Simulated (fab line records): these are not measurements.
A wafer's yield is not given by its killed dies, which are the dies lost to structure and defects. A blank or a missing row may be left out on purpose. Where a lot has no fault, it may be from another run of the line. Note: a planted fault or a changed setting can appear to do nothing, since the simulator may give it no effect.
fab line records | flow rit-cmos
record: lots: 6 | wafers: 18 | last-day: 7
route steps=202 shown CONTACT@176 M1@184
lots with no fault: from the same line, run without faults
start-h: hours from the record's opening day to when the first of the lot's shown wafers began | wait-h: how many hours have passed since the lot's step before this one | " repeats the value in the row above | L1.1+2: several wafers, shown together as one row | - no value, or no start given | * or withheld: withheld | < > ~ a bound
route shown NAME@n: a module of which the file shows steps, and the number in the route of the first | usual: mean/standard deviation of fault-free wafers | same: alike in all rows | chamber/n: place in a boat | sites: each site's reading | _std_site: standard deviation of those values | _edge_site: inner sites' mean taken away from outer sites' mean | radius-mm: for every site, how far away it sits from the centre of the wafer | mask NAME#n: copy n | behind: tool/chamber where the wafer was last shaped | hold: cause of the lot's hold/its duration in hours/its outcome | device: transistor that didn't switch, given as n, p or np | end of line: at the end of the route, the tests of the same wafers | for a step that has no rows: nothing shown but its recipe | killed: at the first sort, the dies lost to defects and structure; wafer yield is something else | map: a wafer's dies, marking killed ones x, the rest . and places with no die _
set.NAME: the setting that was run; set.NAME@STEP: the one run at that earlier step | model.NAME: the simulator's own value behind a step, which no gauge read
certain route steps with their lots: each step a table, each wafer a row
services: a tool's chamber out of use, with start hour (start-h, from the record's first day; less than 0 if before it), hours out, and reason
== steps ==
step: RIT_CONTACT_CD_MEAS_08
recipe: target-cd-nm: 1000
usual: cd-nm: 1000.0/2.4
lot.wafer | tool      | chamber | start-h | wait-h | cd-nm
L630.2    | cd-sem-01 | -       | 101.75  | -      | 1001.7
L630.3    | "         | -       | "       | "      | 1002.7
L630.5    | "         | -       | "       | "      | 1002.2
L631.1    | cd-sem-01 | -       | 107.92  | -      | 1003.2
L631.3    | "         | -       | "       | "      | 1004.3
L631.5    | "         | -       | "       | "      | 1002.7
L636.4    | cd-sem-01 | -       | 132.70  | -      | 1000.8
L636.5    | "         | -       | "       | "      | 1001.7
L636.6    | "         | -       | "       | "      | 1001.9
L637.1    | cd-sem-01 | -       | 139.20  | -      | 1000.7
L637.3    | "         | -       | "       | "      | 1003.0
L637.5    | "         | -       | "       | "      | 1001.1
L639.1    | cd-sem-01 | -       | 146.14  | -      | 1001.7
L639.2    | "         | -       | "       | "      | 1000.1
L639.3    | "         | -       | "       | "      | 1000.5
L641.3    | cd-sem-02 | -       | 156.06  | -      | 1002.2
L641.4    | "         | -       | "       | "      | 1001.2
L641.6    | "         | -       | "       | "      | 1000.1
step: RIT_CONTACT_OVL_MEAS_09
usual: CONTACT_OVL: 0.2/1.5
lot.wafer | tool       | chamber | start-h | wait-h | CONTACT_OVL[nm]
L630.2    | overlay-01 | -       | 101.85  | 0.1    | -1.4
L630.3    | "          | -       | "       | "      | -0.7
L630.5    | "          | -       | "       | "      | -1.9
L631.1    | overlay-01 | -       | 108.04  | 0.1    | -1.8
L631.3    | "          | -       | "       | "      | -4.0
L631.5    | "          | -       | "       | "      | -1.6
L636.4    | overlay-01 | -       | 132.78  | 0.1    | -0.4
L636.5    | "          | -       | "       | "      | 0.1
L636.6    | "          | -       | "       | "      | -0.3
L637.1    | overlay-01 | -       | 139.32  | 0.1    | -1.1
L637.3    | "          | -       | "       | "      | -1.0
L637.5    | "          | -       | "       | "      | 1.9
L639.1    | overlay-01 | -       | 146.26  | 0.1    | -0.5
L639.2    | "          | -       | "       | "      | -1.0
L639.3    | "          | -       | "       | "      | -1.1
L641.3    | overlay-01 | -       | 156.16  | 0.1    | -0.6
L641.4    | "          | -       | "       | "      | 0.6
L641.6    | "          | -       | "       | "      | 0.3
step: RIT_CONTACT_HARDBAKE_10
recipe: resist: NOVOLAK | temp-c: 140 | time-s: 60
step: RIT_CONTACT_ETCH_11
recipe: target-depth-a: 4800 | over-etch-frac: 0.2 | stop-on: TiSi2 | chemistry: CHF3/CF4/Ar | target: SiO2 | CHF3_flow_sccm: 50 | cf4-flow-sccm: 10 | Ar_flow_sccm: 100 | O2_flow_sccm: 5 | pressure-mtorr: 100 | rf-w: 200 | time-s: 320
usual: drypump-motor-current-A: 5.5/0.48 | oes-product-au: 0.990/0.015 | rf-fwd-power-W: 199.5/0.6 | throttle-valve-pct: 8.83/0.12
same: time-s: 320
lot.wafer | tool        | chamber | start-h | wait-h | drypump-motor-current-A | oes-product-au | rf-fwd-power-W | rf-hours-counter-h | throttle-valve-pct
L630.2    | rie-diel-04 | 2       | 102.03  | 0.1    | 5.0                     | 0.990          | 200.0          | 27                 | 8.84
L630.3    | "           | 0       | "       | "      | 5.9                     | 0.987          | 200.0          | 4                  | 8.72
L630.5    | "           | 0       | "       | "      | 5.9                     | 0.994          | 199.6          | -                  | 8.72
L631.1    | rie-diel-03 | 2       | 108.23  | 0.1    | 4.9                     | 0.979          | 199.4          | 35                 | 8.75
L631.3    | "           | 3       | "       | "      | 5.9                     | 0.984          | 199.4          | 42                 | 8.93
L631.5    | "           | 2       | "       | "      | 4.9                     | 0.978          | 199.5          | -                  | 8.77
L636.4    | rie-diel-04 | 1       | 133.05  | 0.1    | 5.4                     | 1.014          | 198.7          | -                  | 8.87
L636.5    | "           | 2       | "       | "      | 5.0                     | 0.990          | 200.7          | -                  | 8.82
L636.6    | "           | 0       | "       | "      | 5.9                     | 0.994          | 199.0          | -                  | 8.72
L637.1    | rie-diel-04 | 0       | 139.51  | 0.1    | 5.9                     | 0.977          | 200.1          | 5                  | 8.72
L637.3    | "           | 2       | "       | "      | 5.0                     | 0.985          | 199.1          | 28                 | 8.83
L637.5    | "           | 1       | "       | "      | 5.4                     | 1.019          | 199.4          | -                  | 8.87
L639.1    | rie-diel-03 | 1       | 146.54  | 0.1    | 5.5                     | 0.999          | 198.9          | 0                  | 9.16
L639.2    | "           | 3       | "       | "      | 5.9                     | 0.986          | 199.6          | 43                 | 8.95
L639.3    | "           | 2       | "       | "      | 4.9                     | 0.973          | 199.8          | 36                 | 8.77
L641.3    | rie-diel-02 | 0       | 156.33  | 0.1    | 4.9                     | 0.971          | 199.7          | 6                  | 8.81
L641.4    | "           | 1       | "       | "      | 5.6                     | 1.011          | 199.6          | 1                  | 8.85
L641.6    | "           | 1       | "       | "      | 5.6                     | 0.997          | 199.5          | -                  | 8.84
step: RIT_CONTACT_STRIP_12
recipe: chemistry: O2 | time-s: 180 | resist: NOVOLAK | platen-temp-c: withheld | power-w: 500 | pressure-mtorr: 4000 | o2-flow-sccm: 4000
usual: drypump-motor-current-A: 5.7/0.4
same: time-s: 180
lot.wafer | tool            | chamber | start-h | wait-h | drypump-motor-current-A | rf-hours-counter-h
L630.2    | plasma-asher-02 | 1       | 102.23  | 0.1    | 5.9                     | 34
L630.3    | "               | 0       | "       | "      | 5.1                     | -
L630.5    | "               | 0       | "       | "      | 5.1                     | -
L631.1    | plasma-asher-01 | 1       | 108.42  | 0.1    | 6.3                     | 49
L631.3    | "               | 0       | "       | "      | 5.6                     | -
L631.5    | "               | 0       | "       | "      | 5.5                     | -
L636.4    | plasma-asher-01 | 0       | 133.20  | 0.1    | 5.6                     | -
L636.5    | "               | 0       | "       | "      | 5.6                     | -
L636.6    | "               | 1       | "       | "      | 6.3                     | -
L637.1    | plasma-asher-02 | 1       | 139.70  | 0.1    | 5.9                     | 38
L637.3    | "               | 1       | "       | "      | 5.9                     | -
L637.5    | "               | 0       | "       | "      | 5.1                     | -
L639.1    | plasma-asher-02 | 0       | 146.74  | 0.1    | 5.1                     | 38
L639.2    | "               | 1       | "       | "      | 6.0                     | 38
L639.3    | "               | 0       | "       | "      | 5.1                     | -
L641.3    | plasma-asher-04 | 1       | 156.58  | 0.2    | 5.8                     | -
L641.4    | "               | 0       | "       | "      | 5.5                     | -
L641.6    | "               | 1       | "       | "      | 5.8                     | -
step: RIT_CONTACT_CD_MEAS_90
recipe: target-cd-nm: 1000
usual: cd-nm: 1000.0/2.4
lot.wafer | tool      | chamber | start-h | wait-h | cd-nm
L630.2    | cd-sem-01 | -       | 102.42  | 0.1    | 1001.3
L630.3    | "         | -       | "       | "      | 1003.0
L630.5    | "         | -       | "       | "      | 1002.4
L631.1    | cd-sem-01 | -       | 108.60  | 0.1    | 1003.6
L631.3    | "         | -       | "       | "      | 1004.7
L631.5    | "         | -       | "       | "      | 1003.3
L636.4    | cd-sem-01 | -       | 133.38  | 0.1    | 1000.8
L636.5    | "         | -       | "       | "      | 1002.1
L636.6    | "         | -       | "       | "      | 1002.4
L637.1    | cd-sem-01 | -       | 139.88  | 0.1    | 1001.2
L637.3    | "         | -       | "       | "      | 1003.1
L637.5    | "         | -       | "       | "      | 1000.8
L639.1    | cd-sem-01 | -       | 146.91  | 0.1    | 1000.9
L639.2    | "         | -       | "       | "      | 1000.1
L639.3    | "         | -       | "       | "      | 1000.5
L641.3    | cd-sem-01 | -       | 156.74  | 0.1    | 1002.1
L641.4    | "         | -       | "       | "      | 1001.6
L641.6    | "         | -       | "       | "      | 999.9
step: RIT_CONTACT_CLEAN_13
recipe: chemistry: SC1 | mix: 3:3:50 | time-s: 600 | temp-c: 75
step: RIT_CONTACT_CLEAN_14
recipe: chemistry: SC2 | mix: 3:3:50 | time-s: 600 | temp-c: 75 | dry: n2-spin
step: RIT_M1_SPUTTER_00
recipe: material: Al | target-thk-nm: 400 | power-w: 2000 | chamber-pressure-pa: 0.4 | gas: Ar | time-s: 500 | substrate-temp-c: 25
usual: throttle-valve-pct: 30.5/1
same: time-s: 500
lot.wafer | tool           | chamber | start-h | wait-h | throttle-valve-pct
L630.2    | pvd-sputter-01 | -       | 102.89  | 0.0    | 32.0
L630.3    | "              | -       | "       | "      | 29.4
L630.5    | "              | -       | "       | "      | 29.5
L631.1    | pvd-sputter-03 | -       | 109.07  | 0.0    | 30.3
L631.3    | "              | -       | "       | "      | 30.7
L631.5    | "              | -       | "       | "      | 30.4
L636.4    | pvd-sputter-01 | -       | 133.79  | 0.0    | 31.3
L636.5    | "              | -       | "       | "      | 29.3
L636.6    | "              | -       | "       | "      | 31.8
L637.1    | pvd-sputter-03 | -       | 140.35  | 0.0    | 29.0
L637.3    | "              | -       | "       | "      | 30.2
L637.5    | "              | -       | "       | "      | 28.8
L639.1    | pvd-sputter-03 | -       | 147.40  | 0.0    | 30.3
L639.2    | "              | -       | "       | "      | 29.2
L639.3    | "              | -       | "       | "      | 30.8
L641.3    | pvd-sputter-03 | -       | 157.34  | 0.0    | 30.4
L641.4    | "              | -       | "       | "      | 30.6
L641.6    | "              | -       | "       | "      | 29.1
step: RIT_M1_RS_MEAS_01
recipe: thk-meas-gauge: four-point-probe | reads: Al_of_M1_SPUTTER_00
usual: M1_AL_RS: 0.0734/0.00078
lot.wafer | tool          | chamber | start-h | wait-h | M1_AL_RS[ohm/sq]
L630.2    | film-metro-01 | -       | 103.20  | 0.2    | 0.0725
L630.3    | "             | -       | "       | "      | 0.0724
L630.5    | "             | -       | "       | "      | 0.0729
L631.1    | film-metro-01 | -       | 109.36  | 0.1    | 0.0749
L631.3    | "             | -       | "       | "      | 0.0742
L631.5    | "             | -       | "       | "      | 0.0746
L636.4    | film-metro-02 | -       | 134.14  | 0.2    | 0.0735
L636.5    | "             | -       | "       | "      | 0.0728
L636.6    | "             | -       | "       | "      | 0.0726
L637.1    | film-metro-02 | -       | 140.64  | 0.1    | 0.0737
L637.3    | "             | -       | "       | "      | 0.0742
L637.5    | "             | -       | "       | "      | 0.0735
L639.1    | film-metro-01 | -       | 147.69  | 0.1    | 0.0744
L639.2    | "             | -       | "       | "      | 0.0733
L639.3    | "             | -       | "       | "      | 0.0744
L641.3    | film-metro-02 | -       | 157.68  | 0.2    | 0.0742
L641.4    | "             | -       | "       | "      | 0.0732
L641.6    | "             | -       | "       | "      | 0.0731
step: RIT_M1_THK_MEAS_02
recipe: thk-meas-gauge: xrf | reads: Al_of_M1_SPUTTER_00
usual: M1_AL_THK: 399/4.5
lot.wafer | tool          | chamber | start-h | wait-h | M1_AL_THK[nm]
L630.2    | film-metro-01 | -       | 103.31  | 0.1    | 400
L630.3    | "             | -       | "       | "      | 404
L630.5    | "             | -       | "       | "      | 403
L631.1    | film-metro-01 | -       | 109.48  | 0.1    | 393
L631.3    | "             | -       | "       | "      | 394
L631.5    | "             | -       | "       | "      | 392
L636.4    | film-metro-02 | -       | 134.23  | 0.1    | 401
L636.5    | "             | -       | "       | "      | 402
L636.6    | "             | -       | "       | "      | 406
L637.1    | film-metro-02 | -       | 140.76  | 0.1    | 398
L637.3    | "             | -       | "       | "      | 398
L637.5    | "             | -       | "       | "      | 399
L639.1    | film-metro-01 | -       | 147.81  | 0.1    | 397
L639.2    | "             | -       | "       | "      | 402
L639.3    | "             | -       | "       | "      | 394
L641.3    | film-metro-02 | -       | 157.78  | 0.1    | 395
L641.4    | "             | -       | "       | "      | 400
L641.6    | "             | -       | "       | "      | 403
step: RIT_M1_HMDS_03
recipe: prime-time-s: 60 | prime-temp-c: 140
step: RIT_M1_COAT_04
recipe: resist: NOVOLAK | spin-rpm: 2000 | resist-thk-nm: 1300
lot.wafer | tool           | chamber | start-h | wait-h | model.NOVOLAK_of_M1_COAT_04.thk-nm
L630.2    | litho-track-01 | 0       | 103.54  | 0.1    | 1296
L630.3+5  | "              | 0       | "       | "      | 1297
L631.1    | litho-track-04 | 0       | 109.69  | 0.1    | 1296
L631.3    | "              | 0       | "       | "      | 1297
L631.5    | "              | 0       | "       | "      | 1298
L636.4    | litho-track-04 | 0       | 134.49  | 0.1    | 1014
L636.5+6  | "              | 0       | "       | "      | 1016
L637.1    | litho-track-04 | 0       | 140.97  | 0.1    | 1016
L637.3    | "              | 0       | "       | "      | 1017
L637.5    | "              | 0       | "       | "      | 1013
L639.1    | litho-track-03 | 0       | 148.02  | 0.1    | 1305
L639.2    | "              | 0       | "       | "      | 1304
L639.3    | "              | 0       | "       | "      | 1311
L641.3    | litho-track-03 | 0       | 158.02  | 0.1    | 1299
L641.4    | "              | 0       | "       | "      | 1296
L641.6    | "              | 0       | "       | "      | 1297
step: RIT_M1_SOFTBAKE_05
recipe: resist: NOVOLAK | temp-c: 90 | time-s: 60
step: RIT_M1_EXPOSE_06
recipe: mask-id: M12 | na: 0.6 | source-shape: conventional | sigma-outer: 0.5 | target-cd-nm: 2600 | dose-mj: 250
step: RIT_M1_PEB_07
recipe: resist: NOVOLAK | temp-c: withheld | time-s: withheld
step: RIT_M1_DEVELOP_08
recipe: resist: NOVOLAK | develop-time-s: 68 | dev-temp-c: 23
step: RIT_M1_CD_MEAS_09
recipe: target-cd-nm: 2600
usual: cd-nm: 2601.0/2.1
lot.wafer | tool      | chamber | start-h | wait-h | cd-nm
L630.2    | cd-sem-01 | -       | 104.26  | -      | 2603.6
L630.3    | "         | -       | "       | "      | 2601.6
L630.5    | "         | -       | "       | "      | 2601.8
L631.1    | cd-sem-01 | -       | 110.55  | -      | 2600.9
L631.3    | "         | -       | "       | "      | 2602.8
L631.5    | "         | -       | "       | "      | 2601.4
L636.4    | cd-sem-01 | -       | 135.37  | -      | 2573.6
L636.5    | "         | -       | "       | "      | 2572.5
L636.6    | "         | -       | "       | "      | 2573.2
L637.1    | cd-sem-01 | -       | 141.77  | -      | 2576.1
L637.3    | "         | -       | "       | "      | 2573.9
L637.5    | "         | -       | "       | "      | 2574.7
L639.1    | cd-sem-01 | -       | 148.75  | -      | 2602.5
L639.2    | "         | -       | "       | "      | 2602.5
L639.3    | "         | -       | "       | "      | 2601.3
L641.3    | cd-sem-02 | -       | 158.74  | -      | 2602.4
L641.4    | "         | -       | "       | "      | 2599.4
L641.6    | "         | -       | "       | "      | 2600.0
step: RIT_M1_OVL_MEAS_10
usual: M1_OVL: -0.1/1.5
lot.wafer | tool       | chamber | start-h | wait-h | M1_OVL[nm]
L630.2    | overlay-01 | -       | 104.37  | 0.1    | -0.6
L630.3    | "          | -       | "       | "      | -0.7
L630.5    | "          | -       | "       | "      | -0.6
L631.1    | overlay-02 | -       | 110.67  | 0.1    | 1.1
L631.3    | "          | -       | "       | "      | -0.8
L631.5    | "          | -       | "       | "      | 2.9
L636.4    | overlay-02 | -       | 135.45  | 0.1    | 2.2
L636.5    | "          | -       | "       | "      | -0.9
L636.6    | "          | -       | "       | "      | -1.4
L637.1    | overlay-01 | -       | 141.89  | 0.1    | 0.0
L637.3    | "          | -       | "       | "      | 0.2
L637.5    | "          | -       | "       | "      | -0.7
L639.1    | overlay-02 | -       | 148.87  | 0.1    | 0.9
L639.2    | "          | -       | "       | "      | -0.6
L639.3    | "          | -       | "       | "      | -1.1
L641.3    | overlay-01 | -       | 158.83  | 0.1    | -1.3
L641.4    | "          | -       | "       | "      | -1.8
L641.6    | "          | -       | "       | "      | -1.9
step: RIT_M1_HARDBAKE_11
recipe: resist: NOVOLAK | temp-c: 140 | time-s: 120
step: RIT_M1_METAL_ETCH_12
recipe: stop-on: SiO2 | chemistry: Cl2/BCl3 | target: Al | time-s: 165 | over-etch-frac: 0.5 | pressure-mtorr: 100 | target-depth-a: 6000 | rf-w: 250 | Cl2_flow_sccm: 60 | bcl3-flow-sccm: 50
usual: drypump-motor-current-A: 5.6/0.61 | oes-product-au: 0.769/0.01 | rf-fwd-power-W: 249.1/0.73 | throttle-valve-pct: 8.32/0.067
same: time-s: 165
lot.wafer | tool         | chamber | start-h | wait-h | drypump-motor-current-A | oes-product-au | rf-fwd-power-W | rf-hours-counter-h | throttle-valve-pct | model.NOVOLAK_of_M1_COAT_04.thk-nm | model.M1.cd-nm
L630.2    | rie-metal-02 | 1       | 104.65  | 0.2    | 5.5                     | 0.758          | 250.3          | 3.2                | 8.26               | 809.3                              | 2604
L630.3    | "            | 1       | "       | "      | 5.5                     | 0.766          | 249.6          | -                  | 8.24               | 811.4                              | 2602
L630.5    | "            | 0       | "       | "      | 5.1                     | 0.782          | 250.4          | -                  | 8.26               | 806.6                              | 2601
L631.1    | rie-metal-01 | 0       | 111.14  | 0.2    | 6.3                     | 0.771          | 249.7          | 1.1                | 8.31               | 804.2                              | 2601
L631.3    | "            | 0       | "       | "      | 6.3                     | 0.770          | 249.1          | -                  | 8.31               | 804.1                              | 2603
L631.5    | "            | 0       | "       | "      | 6.3                     | 0.765          | 249.6          | -                  | 8.32               | 805.7                              | 2604
L636.4    | rie-metal-02 | 1       | 135.77  | 0.1    | 5.4                     | 0.754          | 248.2          | -                  | 8.24               | 569.2                              | 2576
L636.5    | "            | 1       | "       | "      | 5.4                     | 0.759          | 248.5          | -                  | 8.24               | 571.5                              | 2575
L636.6    | "            | 0       | "       | "      | 5.1                     | 0.782          | 249.1          | -                  | 8.28               | 566.7                              | 2573
L637.1    | rie-metal-04 | 1       | 142.19  | 0.2    | 5.1                     | 0.764          | 249.0          | 3.2                | 8.32               | 562.1                              | 2578
L637.3    | "            | 0       | "       | "      | 5.3                     | 0.779          | 249.4          | -                  | 8.46               | 565.3                              | 2572
L637.5    | "            | 0       | "       | "      | 5.3                     | 0.783          | 247.5          | -                  | 8.44               | 558.8                              | 2574
L639.1    | rie-metal-02 | 1       | 149.16  | 0.2    | 5.4                     | 0.749          | 248.0          | 3.8                | 8.26               | 821                                | 2603
L639.2    | "            | 0       | "       | "      | 5.1                     | 0.769          | 248.1          | 3.4                | 8.28               | 815                                | 2602
L639.3    | "            | 0       | "       | "      | 5.1                     | 0.767          | 249.2          | -                  | 8.29               | 819.9                              | 2600
L641.3    | rie-metal-01 | 1       | 159.16  | 0.2    | 6.7                     | 0.765          | 249.4          | -                  | 8.25               | 811.5                              | 2603
L641.4    | "            | 0       | "       | "      | 6.3                     | 0.767          | 249.9          | -                  | 8.31               | 808.4                              | 2599
L641.6    | "            | 0       | "       | "      | 6.3                     | 0.776          | 248.9          | -                  | 8.31               | 809.3                              | 2599
step: RIT_M1_STRIP_13
recipe: chemistry: nmp | resist: NOVOLAK | temp-c: 80 | time-s: 600 | dry: n2-spin
step: RIT_M1_PROBE_99
usual: defect-limited-yield: 97.4/1.2 | killed-at-contacts: 0.1/0.27 | killed-at-front-end: 7/3.1 | killed-dies: 7/3.1 | killed-open: 3.6/2.3 | killed-short: 3.2/2 | sort_bin_3_pad_short: 0.1/0.22 | sort_bin_5_function: 1.5/0.87 | sort_bin_6_memory: 0.9/0.64 | sort-n-pass: 257/3.1 | sort-yield-pct: 97.4/1.2
same: gross-dies: 264 | killed_at_M0_to_M3: 0 | killed_at_M4_up: 0 | killed-at-back-side: 0 | killed-at-other: 0
lot.wafer | tool      | chamber | start-h | wait-h | defect-limited-yield[%] | killed-at-contacts | killed-at-front-end | killed-dies | killed-open | killed-short | sort_bin_3_pad_short[%] | sort_bin_5_function[%] | sort_bin_6_memory[%] | sort-n-pass | sort-yield-pct[%] | model.etest.m1.width-nm
L630.2    | prober-01 | -       | 107.00  | 0.1    | 97.7                    | 0                  | 6                   | 6           | 2           | 2            | 0.8                     | 1.1                    | 0.4                  | 258         | 97.7              | 2600
L630.3    | prober-01 | -       | 107.05  | 0.2    | 98.5                    | 0                  | 4                   | 4           | 3           | 1            | 0                       | 1.1                    | 0.4                  | 260         | 98.5              | 2602
L630.5    | prober-01 | -       | 107.15  | 0.2    | 98.9                    | 0                  | 3                   | 3           | 2           | 1            | 0                       | 0.8                    | 0.4                  | 261         | 98.9              | 2591
L631.1    | prober-02 | -       | 113.41  | 0.1    | 98.9                    | 0                  | 3                   | 3           | 0           | 3            | 0                       | 0.4                    | 0.8                  | 261         | 98.9              | 2597
L631.3    | prober-02 | -       | 113.51  | 0.2    | 97.0                    | 0                  | 8                   | 8           | 4           | 3            | 0                       | 1.5                    | 1.5                  | 256         | 97.0              | 2605
L631.5    | prober-02 | -       | 113.61  | 0.2    | 97.0                    | 0                  | 8                   | 8           | 5           | 3            | 0                       | 1.9                    | 1.1                  | 256         | 97.0              | 2602
L636.4    | prober-01 | -       | 138.29  | 0.2    | 97.0                    | 0                  | 8                   | 8           | 2           | 6            | 0                       | 1.9                    | 1.1                  | 256         | 97.0              | 2581
L636.5    | prober-01 | -       | 138.34  | 0.2    | 96.2                    | 0                  | 10                  | 10          | 5           | 5            | 0                       | 2.7                    | 1.1                  | 254         | 96.2              | 2578
L636.6    | prober-01 | -       | 138.39  | 0.2    | 98.5                    | 0                  | 4                   | 4           | 2           | 2            | 0                       | 1.1                    | 0.4                  | 260         | 98.5              | 2574
L637.1    | prober-02 | -       | 144.47  | 0.1    | 97.3                    | 0                  | 7                   | 7           | 4           | 3            | 0.4                     | 1.5                    | 0.8                  | 257         | 97.3              | 2579
L637.3    | prober-02 | -       | 144.57  | 0.2    | 96.6                    | 0                  | 9                   | 9           | 5           | 4            | 0                       | 1.9                    | 1.5                  | 255         | 96.6              | 2571
L637.5    | prober-02 | -       | 144.67  | 0.2    | 97.7                    | 0                  | 6                   | 6           | 4           | 2            | 0                       | 1.5                    | 0.8                  | 258         | 97.7              | 2575
L639.1    | prober-02 | -       | 151.41  | 0.1    | 98.1                    | 0                  | 5                   | 5           | 2           | 3            | 0                       | 1.9                    | 0                    | 259         | 98.1              | 2604
L639.2    | prober-02 | -       | 151.46  | 0.1    | 97.3                    | 0                  | 7                   | 7           | 2           | 5            | 0                       | 1.5                    | 1.1                  | 257         | 97.3              | 2607
L639.3    | prober-02 | -       | 151.51  | 0.2    | 97.3                    | 0                  | 7                   | 7           | 3           | 4            | 0                       | 2.3                    | 0.4                  | 257         | 97.3              | 2589
L641.3    | prober-02 | -       | 161.46  | 0.2    | 98.9                    | 0                  | 3                   | 3           | 1           | 2            | 0                       | 0.8                    | 0.4                  | 261         | 98.9              | 2594
L641.4    | prober-02 | -       | 161.51  | 0.2    | 98.9                    | 0                  | 3                   | 3           | 1           | 2            | 0                       | 0.4                    | 0.8                  | 261         | 98.9              | 2593
L641.6    | prober-02 | -       | 161.61  | 0.2    | 98.1                    | 1                  | 4                   | 5           | 1           | 4            | 0                       | 1.1                    | 0.8                  | 259         | 98.1              | 2594
killed by level:class
L630.2 NSD:coat-microbubble-printed=2 FOX1:geometric-particle:short=1 FOX1:geometric-particle:open=1 GATE:geometric-particle:short=1 REOX:geometric-particle:open=1
L630.3 GATE:geometric-particle:open=2 GATE:geometric-particle:short=1 SPACER:geometric-particle:open=1
L630.5 FOX2:geometric-particle:open=1 GATE:geometric-particle:short=1 SILICIDE:geometric-particle:open=1
L631.1 GATE:geometric-particle:short=2 REOX:geometric-particle:short=1
L631.3 GATE:geometric-particle:short=2 GATE:geometric-particle:open=2 FOX1:geometric-particle:open=1 FOX2:geometric-particle:open=1 SILICIDE:geometric-particle:short=1 PRETRO:coat-microbubble-printed=1
L631.5 GATE:geometric-particle:open=3 SILICIDE:geometric-particle:short=3 SILICIDE:geometric-particle:open=2
L636.4 REOX:geometric-particle:short=2 FOX1:geometric-particle:short=1 FOX2:geometric-particle:open=1 FOX2:geometric-particle:short=1 GATE:geometric-particle:open=1 GATE:geometric-particle:short=1 SILICIDE:geometric-particle:short=1
L636.5 REOX:geometric-particle:short=3 FOX1:geometric-particle:open=1 FOX2:geometric-particle:short=1 FOX2:geometric-particle:open=1 GATE:geometric-particle:open=1 REOX:geometric-particle:open=1 SILICIDE:geometric-particle:short=1 SILICIDE:geometric-particle:open=1
L636.6 FOX1:geometric-particle:short=1 FOX2:geometric-particle:open=1 GATE:geometric-particle:open=1 REOX:geometric-particle:short=1
L637.1 GATE:geometric-particle:open=2 FOX1:geometric-particle:short=1 FOX2:geometric-particle:open=1 GATE:geometric-particle:short=1 REOX:geometric-particle:short=1 SPACER:geometric-particle:open=1
L637.3 GATE:geometric-particle:short=3 GATE:geometric-particle:open=3 FOX2:geometric-particle:short=1 REOX:geometric-particle:open=1 SPACER:geometric-particle:open=1
L637.5 SILICIDE:geometric-particle:open=3 GATE:geometric-particle:open=1 REOX:geometric-particle:short=1 SPACER:geometric-particle:short=1
L639.1 GATE:geometric-particle:short=2 SILICIDE:geometric-particle:open=2 FOX1:geometric-particle:short=1
L639.2 GATE:geometric-particle:short=2 GATE:geometric-particle:open=2 FOX2:geometric-particle:short=1 REOX:geometric-particle:short=1 SPACER:geometric-particle:short=1
L639.3 GATE:geometric-particle:short=2 FOX2:geometric-particle:short=1 FOX2:geometric-particle:open=1 GATE:geometric-particle:open=1 SILICIDE:geometric-particle:open=1 SILICIDE:geometric-particle:short=1
L641.3 GATE:geometric-particle:open=1 GATE:geometric-particle:short=1 SILICIDE:geometric-particle:short=1
L641.4 GATE:geometric-particle:short=2 GATE:geometric-particle:open=1
L641.6 SPACER:geometric-particle:short=3 CONTACT:geometric-particle:short=1 FOX2:geometric-particle:open=1
== services ==
tool           | chamber | start-h | hours | kind
rie-diel-02    | 2       | 84.52   | 5.5   | repair
rie-diel-03    | 1       | 103.61  | -     | clean
rie-diel-03    | 1       | 103.61  | 20.3  | scheduled-down
rie-diel-03    | 1       | 103.61  | 20.3  | vent-cycle
pvd-sputter-03 | -       | 110.27  | 1.6   | repair
rie-diel-04    | 3       | 115.19  | 26.2  | repair
rie-metal-01   | -       | 125.85  | 0.5   | repair
pvd-sputter-01 | -       | 126.03  | 1.9   | repair
rie-diel-02    | 2       | 127.60  | 4.6   | repair
rie-metal-01   | -       | 141.85  | 2.8   | pm
== key ==
first-sign: step: RIT_M1_CD_MEAS_09 | reading: cd-nm | direction: down | sigmas: 13 | usual: 2601.0 | struck: 2574.0 | through: control-loop
effect none on later readings
model-effect: step: RIT_M1_COAT_04 | value: NOVOLAK_of_M1_COAT_04.thk-nm | without: 1298 | struck: 1015
model-effect: step: RIT_M1_METAL_ETCH_12 | value: NOVOLAK_of_M1_COAT_04.thk-nm | without: 808.9 | struck: 565.6
model-effect: step: RIT_M1_PROBE_99 | value: etest.m1.width-nm | without: 2602 | struck: 2576
met-at RIT_M1_COAT_04
struck-wafers L636.4,L636.5,L636.6,L637.1,L637.3,L637.5
loop-trim: step: RIT_M1_EXPOSE_06 | setting: dose | lots: L637
onset-between 109.69 134.49
also-fits RIT_CONTACT_ETCH_11:rie-diel-04
fault: kind: process-parameter-drift | tool: litho-track-04 | chamber: - | onset-h: 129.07 | steps: RIT_M1_COAT_04 | channel: resist-thk-nm | offset: -282.78 | shape: step | end-h: 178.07 | acts-in: these-recipes-only | stated: 1300
loop-trim: a control loop set the setting to another value than it would have without faults
